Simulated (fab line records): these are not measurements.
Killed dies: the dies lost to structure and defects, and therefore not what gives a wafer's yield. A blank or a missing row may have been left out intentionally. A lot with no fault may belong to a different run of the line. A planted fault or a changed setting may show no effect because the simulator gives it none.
Matching of chambers ; flow berkeley-cmos170 ; 3 sister chambers for UCB170_V2_CVD_00 on pecvd-04
The step deposits SiO2 from TEOS/O2, target thk 2000 nm, time 250 s. 3 wafers are shown with their chamber, then 10 later ones without.

WAFERS PAIRED WITH THEIR CHAMBERS
wafer;chamber;heater-power-w (W)
L087.2;0;148
L087.4;1;357
L087.5;2;196

WAFERS WITH NO CHAMBER GIVEN
wafer;heater-power-w (W)
L087.6;196
L089.2;330
L089.3;164
L089.5;208
L092.1;173
L092.2;361
L092.5;126
L096.3;168
L096.5;124
L096.6;200

EACH ONE'S CHAMBER
wafer;from the rows above;in truth
L087.6;2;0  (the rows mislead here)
L089.2;1;1
L089.3;can't be placed: 0 or 2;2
L089.5;2;2
L092.1;can't be placed: 2 or 0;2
L092.2;1;1
L092.5;0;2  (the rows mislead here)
L096.3;can't be placed: 0 or 2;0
L096.5;0;0
L096.6;2;2
Correctly placed: 5 of 10. From these rows, 3 cannot be placed; in 3 the true chamber is one of the candidates. Wrongly placed: 2.
How it was worked out, from the rows above alone: a wafer's distance from a chamber is the root of the sum, over the readings, of the square of ((its reading less the chamber's mean) divided by the reading's scatter). If the next closest chamber is less than 2 further off than the closest, the wafer can't be placed; otherwise it belongs to the closest. Each chamber's mean is taken over the wafers shown for it. The scatter: with one shown wafer a chamber, the root of the mean of the squares of how far each hidden wafer lies from its nearest shown one.
